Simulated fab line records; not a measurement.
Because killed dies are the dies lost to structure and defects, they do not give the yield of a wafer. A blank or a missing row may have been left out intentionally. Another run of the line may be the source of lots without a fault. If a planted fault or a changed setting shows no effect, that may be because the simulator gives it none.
A struck lot beside a sound one / flow berkeley_cmos170 / 17 out of 331 route steps
Sound: wafers L114.4, L114.5, L114.6. The struck wafers were L124.1, L124.3, L124.6. At the end, the cause is stated.
Each step with rows lists, per side, the tool, then ch with its chambers, then its first start. Under that, the readings that differ: sound wafers / struck wafers / difference of the means / sigmas: that difference in standard deviations of wafers without a fault.
alike: words and numbers the same on both sides, and readings whose means are apart by under 2 such deviations; not compared: readings that were withheld, readings missing a value for some wafer, numbers with overlapping values and no deviation given by the record, and bounds like >300 which may hide the same value.
A row with sigmas, a row that says differs or no value, or rows on one side alone: a step with any of these is where the two part. Numbers that have no deviation but don't overlap get no sigmas and don't part them. A reading that every wafer of one side lacks parts them only if that side has two wafers or more.

first, 1 step without rows for these wafers: UCB170_NWELL_OXIDATION_01 (target thk 26.4 nm, ox time 1260 s).
UCB170_NWELL_THK_MEAS_02:
  sound: film_metro-01 at day 3 03:11; struck: film_metro-04 at day 5 06:01
  alike: NWELL_OXIDE_THK
then, 2 steps without rows for these wafers: UCB170_NWELL_ANNEAL_03 (time 900 s); UCB170_NWELL_CVD_04 (deposits Si3N4 from SiH2Cl2/NH3, target thk 224 nm, time 3360 s).
UCB170_NWELL_THK_MEAS_05:
  sound: film_metro-01 at day 3 09:55; struck: film_metro-03 at day 5 13:14
  alike: NWELL_NITRIDE_THK
then, 6 steps without rows for these wafers: UCB170_NWELL_HMDS_06 (prime time 60 s); UCB170_NWELL_COAT_07 (resist thk 900 nm); UCB170_NWELL_SOFTBAKE_08 (time 60 s); UCB170_NWELL_EXPOSE_09 (exposes mask NWELL, target cd 3000 nm); UCB170_NWELL_PEB_10; UCB170_NWELL_DEVELOP_11 (develop time 45 s).
UCB170_NWELL_OVL_MEAS_12:
  sound: overlay-01 at day 3 10:56; struck: overlay-01 at day 5 14:31
reading=NWELL_OVL (nm); sound=-8 1 -9; struck=1 10 11; difference=+13; sigmas=+2
UCB170_NWELL_ETCH_13: etches Si3N4 in CH3F/Ar/O2, stops on SiO2, target depth 246.4 nm, time 154 s.
  sound on rie_diel-03 ch 1,2,3, day 3 10:56; struck on rie_diel-03 ch 0,2, day 5 14:33
reading=oes_product_au (a.u.); sound=0.921 0.924 0.959; struck=0.893 0.895 0.900; difference=-0.039; sigmas=-3
reading=model.KrF_of_NWELL_COAT_07.thk_nm (nm); sound=721.9 719.3 726.2; struck=709.6 711.1 711.9; difference=-11.6; sigmas=
  alike: CH3F_flow_sccm, drypump_motor_current_A, rf_fwd_power_W, throttle_valve_pct
  not compared: rf_hours_counter_h
following that, these wafers have no rows for 1 step: UCB170_NWELL_IMPLANT_14.
UCB170_NWELL_STRIP_15: strips in O2.
  sound on plasma_asher-02 ch 0,1, day 3 11:14; struck on plasma_asher-02 ch 0,1, day 5 14:48
reading=strip_time_to_endpoint_s (s); sound=18.03 17.96 18.14; struck=17.73 17.77 17.79; difference=-0.28; sigmas=-3
  alike: drypump_motor_current_A, oes_product_au
  not compared: rf_hours_counter_h
UCB170_NWELL_TW_MEAS_16:
  sound: film_metro-03 at day 3 11:20; struck: film_metro-04 at day 5 14:54
  alike: NWELL_TW
UCB170_M3_PROBE_99:
  rows exist in the record for the sound wafers here (prober-01, day 9 13:01), none for the struck ones

WHERE THEY PART
First at UCB170_NWELL_OVL_MEAS_12; last, within this record, at UCB170_M3_PROBE_99.

WHY: the cause the simulator had injected
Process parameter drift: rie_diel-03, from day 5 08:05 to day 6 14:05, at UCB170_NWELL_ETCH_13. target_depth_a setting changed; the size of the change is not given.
